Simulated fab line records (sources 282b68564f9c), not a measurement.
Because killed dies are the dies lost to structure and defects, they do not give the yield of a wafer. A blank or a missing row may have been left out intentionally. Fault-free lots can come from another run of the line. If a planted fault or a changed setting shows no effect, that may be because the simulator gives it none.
A lot that was struck, set against a sound lot | flow ritCmos | 14 out of 202 route steps
Sound: these wafers, L808.2, L808.4, L808.5. Struck: wafers L816.2, L816.5, L816.6. The cause comes at the end.
Each step with rows lists, per side, the tool, then ch with its chambers, then its first start. Under that, the readings that differ: sound wafers | struck wafers | difference of the means | sigmas: that difference in standard deviations of wafers without a fault.
alike: same words and numbers on both sides, and readings whose means sit less than 2 such deviations apart. not compared: any withheld reading, any reading some wafer has no value for, any bound like >300 that may hide the same value, and any number with overlapping values for which the record gives no deviation.
A row with sigmas, a row that says differs or no value, or rows on one side alone: a step with any of these is where the two part. Numbers that don't overlap but have no deviation are shown without sigmas and don't part them. Lack of a reading on every wafer of one side parts them only where that side has two or more wafers.

RIT_ACTIVE_THK_MEAS_02:
  sound: filmMetro-04 at day 3 15:18; struck: filmMetro-02 at day 5 06:04
  alike: ACTIVE_OXIDE_THK
then, 1 step without rows for these wafers: RIT_ACTIVE_CVD_03 (deposits Si3N4 from SiH2Cl2/NH3, target thk 150 nm, time 1500 s).
RIT_ACTIVE_THK_MEAS_04:
  sound: filmMetro-02 at day 3 16:47; struck: filmMetro-03 at day 5 07:32
  alike: ACTIVE_NITRIDE_THK
then, 6 steps without rows for these wafers: RIT_ACTIVE_HMDS_05 (prime time 60 s); RIT_ACTIVE_COAT_06 (resist thk 1000 nm); RIT_ACTIVE_SOFTBAKE_07 (time 60 s); RIT_ACTIVE_EXPOSE_08 (exposes mask M1, target cd 1400 nm); RIT_ACTIVE_PEB_09; RIT_ACTIVE_DEVELOP_10 (develop time 50 s).
RIT_ACTIVE_CD_MEAS_11: the cd target is 1400 nm.
  sound: cdSem-02 at day 3 17:49; struck: cdSem-02 at day 5 08:46
  alike: cdNm
then, 1 step without rows for these wafers: RIT_ACTIVE_HARDBAKE_12 (time 60 s).
RIT_ACTIVE_ETCH_13: etches Si3N4 in SF6, stops on SiO2, time 210 s, target depth 210 nm.
  sound on rieDiel-03 ch 0,2,3, day 3 18:04; struck on rieDiel-04 ch 0,3, day 5 09:01
  alike: chamberPressureMTorr, drypumpMotorCurrentA, oesProductAu, rfFwdPowerW, throttleValvePct
  not compared: rfHoursCounterH
RIT_ACTIVE_STRIP_14: strips in O2, time 180 s.
  sound on plasmaAsher-03 ch 0, day 3 18:13; struck on plasmaAsher-02 ch 0,1, day 5 09:09
  no value came back on the struck wafers for chamberPressureMTorr (mTorr), drypumpMotorCurrentA (A); on the sound wafers chamberPressureMTorr (mTorr) reads 3997 3999 3999
reading                                    | sound | struck            | difference | sigmas
model.NOVOLAK_of_ACTIVE_COAT_06.thkNm (nm) | 0 0 0 | 646.8 634.8 647.2 | +642.9     | 
  not compared: rfHoursCounterH
RIT_ACTIVE_CD_MEAS_90: the cd target is 1400 nm.
  sound: cdSem-01 at day 3 18:24; struck: cdSem-01 at day 5 09:20
  alike: cdNm

== WHERE THEY PART ==
Only at RIT_ACTIVE_STRIP_14, as far as this record shows. Later steps at which nothing parts them and some readings are alike: RIT_ACTIVE_CD_MEAS_90.

WHY: what had been put in by the simulator
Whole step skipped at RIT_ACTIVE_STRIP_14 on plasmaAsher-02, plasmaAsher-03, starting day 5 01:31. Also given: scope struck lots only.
